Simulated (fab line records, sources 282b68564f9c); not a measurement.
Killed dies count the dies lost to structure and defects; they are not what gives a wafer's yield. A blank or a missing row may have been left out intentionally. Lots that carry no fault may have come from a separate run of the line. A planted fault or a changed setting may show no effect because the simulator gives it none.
The tool behind it: which one? | flow ritCmos | 14 lots, 42 wafers sampled, at 2 steps of a route of 202

## WHAT THE GAUGES READ, wafer by wafer
RIT_M1_OVL_MEAS_10.
lot  | measured    | on         | M1_OVL (nm)
L668 | day 3 07:02 | overlay-01 | 1.2 3.0 4.6
L669 | day 3 13:12 | overlay-01 | -0.6 -0.9 -2.1
L670 | day 3 20:50 | overlay-01 | -0.8 -2.1 0.3
L671 | day 3 23:01 | overlay-01 | 3.4 2.3 1.4
L673 | day 4 08:11 | overlay-02 | 1.4 0.1 0.5
L674 | day 4 14:33 | overlay-01 | 1.4 0.5 2.5
L675 | day 4 23:17 | overlay-01 | 2.0 0.6 1.2
L677 | day 5 04:50 | overlay-02 | 1.9 1.6 -1.7
L678 | day 5 09:13 | overlay-01 | 0.2 -0.8 1.7
L679 | day 5 15:08 | overlay-02 | 1.3 2.5 2.6
L680 | day 5 23:03 | overlay-02 | 1.9 1.2 1.8
L681 | day 6 05:24 | overlay-02 | 1.6 1.7 1.3
L688 | day 7 15:40 | overlay-02 | 362.0 361.5 364.0
L689 | day 7 18:04 | overlay-02 | 361.4 362.3 361.2

## EACH LOT AND THE TOOL THAT RAN IT (in order: tool; ch and the chambers of the sampled wafers; start)
lot  | RIT_M1_EXPOSE_06
L668 | ilineStepper-02 ch 0, day 3 06:29
L669 | ilineStepper-01 ch 0, day 3 12:40
L670 | ilineStepper-01 ch 0, day 3 20:16
L671 | ilineStepper-02 ch 0, day 3 22:28
L673 | ilineStepper-02 ch 0, day 4 07:38
L674 | ilineStepper-02 ch 0, day 4 14:02
L675 | ilineStepper-02 ch 0, day 4 22:44
L677 | ilineStepper-01 ch 0, day 5 04:17
L678 | ilineStepper-01 ch 0, day 5 08:39
L679 | ilineStepper-01 ch 0, day 5 14:35
L680 | ilineStepper-01 ch 0, day 5 22:26
L681 | ilineStepper-01 ch 0, day 6 04:50
L688 | ilineStepper-02 ch 0, day 7 15:07
L689 | ilineStepper-02 ch 0, day 7 17:34
- RIT_M1_EXPOSE_06: exposes mask M12, target cd 2600 nm.

## WHAT THE TOOLS THEMSELVES READ (means of the sampled wafers that have a number; where no wafer has one, the mark that the record gives instead)
RIT_M1_EXPOSE_06.
lot  | tool            | focusOffsetNm (nm)
L668 | ilineStepper-02 | 0.0
L669 | ilineStepper-01 | -0.0
L670 | ilineStepper-01 | -0.2
L671 | ilineStepper-02 | 0.0
L673 | ilineStepper-02 | 0.6
L674 | ilineStepper-02 | -0.3
L675 | ilineStepper-02 | -0.5
L677 | ilineStepper-01 | -0.1
L678 | ilineStepper-01 | -0.2
L679 | ilineStepper-01 | 0.5
L680 | ilineStepper-01 | 0.6
L681 | ilineStepper-01 | -0.3
L688 | ilineStepper-02 | -0.4
L689 | ilineStepper-02 | -0.1

## THE ANSWER, worked out from the rows above alone
Rule: the usual values come from the lots themselves. The widest of any qualifying gaps counts: lots, ordered by their means at a reading, are off when they make up no more than a third of the lots, leave a main group of 4 or more, and stand apart from it by 3 or more times the standard deviation of that group's means. A main group whose means are all the same, to the digits that the tables above print for the reading, isn't used. Also off: a lot with no number at a reading for which 4 or more lots have one. Any other lot the step has rows for is counted as sound. After the gauges, taken in route order, come the tools' own readings; for these a lot's mean is taken, as printed above. At the first step where some lot is off, the reading lying furthest off is the one used; lots without a number count as furthest.
Off: L688, L689, at RIT_M1_OVL_MEAS_10 (M1_OVL). The main group has a mean of 1.1 nm with a standard deviation of 1.2.
If a tool, at a process step before that reading, ran all the lots that are off and no sound lot after the first of them, it fits. The gauges at RIT_M1_OVL_MEAS_10 are tried like those tools. Can't be told from this: 2 tools fit, ilineStepper-02 at RIT_M1_EXPOSE_06, overlay-02 at RIT_M1_OVL_MEAS_10.

## WHAT WAS PUT IN BY THE SIMULATOR
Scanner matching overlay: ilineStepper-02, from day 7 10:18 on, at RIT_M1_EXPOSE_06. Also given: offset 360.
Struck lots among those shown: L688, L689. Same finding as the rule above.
